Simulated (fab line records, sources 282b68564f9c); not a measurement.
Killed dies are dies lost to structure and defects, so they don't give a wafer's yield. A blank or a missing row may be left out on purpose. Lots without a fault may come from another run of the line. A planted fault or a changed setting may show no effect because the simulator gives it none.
A struck lot beside a sound one | flow rit_cmos | 16 steps out of a route of 202
Sound: wafers L131.4, L131.5, L131.6. Struck: wafers L135.2, L135.4, L135.6. The cause comes at the end.
At each step with rows: each side's tool, then ch and its chambers, then its first start. Under that, the readings that differ: sound wafers | struck wafers | difference of the means | sigmas: that difference in standard deviations of wafers without a fault.
alike: readings whose means differ by less than 2 such deviations, and words and numbers that are the same on both sides. not compared: withheld readings, readings that some wafer has no value for, bounds like >300 that may hide the same value, and numbers for which the record gives no deviation and whose values overlap.
The two part at a step that has a row with sigmas, a row that says differs or no value, or rows on one side only. Numbers that don't overlap but have no deviation are shown without sigmas and don't part them. A reading that every wafer of one side lacks parts them only if that side has two wafers or more.

first, 1 step without rows for these wafers: RIT_ACTIVE_OXIDATION_01 (target thk 46.8 nm, ox time 3360 s).
RIT_ACTIVE_THK_MEAS_02:
  sound on film_metro-04, day 2 18:05; struck on film_metro-04, day 3 14:04
  alike: ACTIVE_OXIDE_THK
then, 1 step without rows for these wafers: RIT_ACTIVE_CVD_03 (deposits Si3N4 from SiH2Cl2/NH3, target thk 150 nm, time 1500 s).
RIT_ACTIVE_THK_MEAS_04:
  sound on film_metro-04, day 2 19:34; struck on film_metro-03, day 3 16:15
  reading                 | sound             | struck            | difference | sigmas
  ACTIVE_NITRIDE_THK (nm) | 147.4 148.1 147.8 | 151.4 150.8 149.4 | +2.8       | +2
then, 6 steps without rows for these wafers: RIT_ACTIVE_HMDS_05 (prime time 60 s); RIT_ACTIVE_COAT_06 (resist thk 1000 nm); RIT_ACTIVE_SOFTBAKE_07 (time 60 s); RIT_ACTIVE_EXPOSE_08 (exposes mask M1, target cd 1400 nm); RIT_ACTIVE_PEB_09; RIT_ACTIVE_DEVELOP_10 (develop time 50 s).
RIT_ACTIVE_CD_MEAS_11: target cd 1400 nm.
  sound on cd_sem-01, day 2 20:37; struck on cd_sem-02, day 3 17:10
  alike: cd_nm
then, 1 step without rows for these wafers: RIT_ACTIVE_HARDBAKE_12 (time 60 s).
RIT_ACTIVE_ETCH_13: etches Si3N4 in SF6, stops on SiO2, time 210 s, target depth 210 nm.
  sound on rie_diel-01 ch 0,1,3, day 2 20:50; struck on rie_diel-04 ch 1,2, day 3 17:31
  no value came back on the struck wafers for any of 5 readings (SF6_flow_sccm (sccm), chamber_pressure_mTorr (mTorr) and others); on the sound wafers SF6_flow_sccm (sccm) reads 201.4 200.1 199.3
  reading                                       | sound             | struck            | difference | sigmas
  model.NOVOLAK_of_ACTIVE_COAT_06.thk_nm (nm)   | 659.3 650.7 653.6 | 884.9 883.9 887.2 | +230.8     |
  model.SiO2_of_ACTIVE_OXIDATION_01.thk_nm (nm) | 47.18 46.37 46.27 | 47.45 47.63 47.56 | +0.94      |
  not compared: rf_hours_counter_h
RIT_ACTIVE_STRIP_14: strips in O2, time 180 s.
  sound on plasma_asher-03 ch 0,1, day 2 21:02; struck on plasma_asher-04 ch 0, day 3 17:40
  alike: drypump_motor_current_A
  not compared: rf_hours_counter_h
RIT_ACTIVE_CD_MEAS_90: target cd 1400 nm.
  sound on cd_sem-01, day 2 21:12; struck on cd_sem-01, day 3 17:51
  reading    | sound                | struck | difference                    | sigmas
  cd_nm (nm) | 1396.8 1399.2 1399.1 | - - -  | no value on the struck wafers |
then, 1 step without rows for these wafers: RIT_ACTIVE_CLEAN_15 (cleans in SC1, time 600 s).

WHERE THEY PART
First at RIT_ACTIVE_THK_MEAS_04; last, within this record, at RIT_ACTIVE_CD_MEAS_90.

WHY: what the simulator had put in
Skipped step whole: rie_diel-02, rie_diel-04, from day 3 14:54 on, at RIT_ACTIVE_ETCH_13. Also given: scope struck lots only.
